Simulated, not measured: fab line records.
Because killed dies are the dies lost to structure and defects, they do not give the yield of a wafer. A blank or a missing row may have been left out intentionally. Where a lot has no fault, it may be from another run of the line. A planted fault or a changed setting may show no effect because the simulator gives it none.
A lot that was struck, set against a sound lot :: flow berkeley-cmos170 :: 17 steps out of a route of 331
Sound: these wafers, L194.1, L194.3, L194.4. Struck: wafer L202.1 (left out: L202.2, L202.4 of the same lot, which were not struck); the cause appears at the end.
Order at every step that has rows: each side's tool, ch and its chambers, its first start. Under that, the readings that differ: sound wafers :: struck wafers :: difference of the means :: sigmas: that difference in standard deviations of wafers without a fault.
alike: readings whose means differ by less than 2 such deviations, and words and numbers that are the same on both sides. not compared: withheld readings, readings that some wafer has no value for, bounds like >300 that may hide the same value, and numbers for which the record gives no deviation and whose values overlap.
A row with sigmas, a row that says differs or no value, or rows on one side alone: a step with any of these is where the two part. Non-overlapping numbers with no deviation appear without sigmas and do not part them. Lack of a reading on every wafer of one side parts them only where that side has two or more wafers.

first, 1 step without rows for these wafers: UCB170_NWELL_OXIDATION_01 (target thk 26.4 nm, ox time 1260 s).
UCB170_NWELL_THK_MEAS_02:
  sound on film-metro-02, day 2 04:12; struck on film-metro-03, day 3 14:32
  alike: NWELL_OXIDE_THK
then, 2 steps without rows for these wafers: UCB170_NWELL_ANNEAL_03 (time 900 s); UCB170_NWELL_CVD_04 (deposits Si3N4 from SiH2Cl2/NH3, target thk 224 nm, time 3360 s).
UCB170_NWELL_THK_MEAS_05:
  sound on film-metro-01, day 2 13:08; struck on film-metro-02, day 3 20:23
  alike: NWELL_NITRIDE_THK
then, 6 steps without rows for these wafers: UCB170_NWELL_HMDS_06 (prime time 60 s); UCB170_NWELL_COAT_07 (resist thk 900 nm); UCB170_NWELL_SOFTBAKE_08 (time 60 s); UCB170_NWELL_EXPOSE_09 (exposes mask NWELL, target cd 3000 nm); UCB170_NWELL_PEB_10; UCB170_NWELL_DEVELOP_11 (develop time 45 s).
UCB170_NWELL_OVL_MEAS_12:
  sound on overlay-02, day 2 14:12; struck on overlay-01, day 3 21:25
  alike: NWELL_OVL
UCB170_NWELL_ETCH_13: etches Si3N4 in CH3F/Ar/O2, stops on SiO2, target depth 246.4 nm, time 154 s.
  sound on rie-diel-01 ch 0,1,3, day 2 14:14; struck on rie-diel-01 ch 1, day 3 21:27
reading: model.KrF_of_NWELL_COAT_07.thk-nm (nm)
sound: 719.7 724.2 724.5
struck: 640
difference: -83
sigmas: 
  alike: drypump-motor-current-A, oes-product-au, rf-fwd-power-W, throttle-valve-pct
  not compared: rf-hours-counter-h
after that, 1 step had no rows for these wafers: UCB170_NWELL_IMPLANT_14.
UCB170_NWELL_STRIP_15: strips in O2.
  sound on plasma-asher-01 ch 0,1, day 2 14:29; struck on plasma-asher-01 ch 0, day 3 21:43
reading: strip-time-to-endpoint-s (s)
sound: 17.97 18.08 18.09
struck: 16.06
difference: -1.99
sigmas: -17
  alike: drypump-motor-current-A, oes-product-au
  not compared: rf-hours-counter-h
UCB170_NWELL_TW_MEAS_16:
  sound on film-metro-03, day 2 14:35; struck on film-metro-03, day 3 21:49
  alike: NWELL_TW
after that, 1 step had no rows for these wafers: UCB170_M3_PROBE_99.

== WHERE THEY PART ==
At UCB170_NWELL_STRIP_15 and nowhere else, as far as this record goes. Later steps at which nothing parts them and some readings are alike: UCB170_NWELL_TW_MEAS_16.

WHY: the cause the simulator had injected
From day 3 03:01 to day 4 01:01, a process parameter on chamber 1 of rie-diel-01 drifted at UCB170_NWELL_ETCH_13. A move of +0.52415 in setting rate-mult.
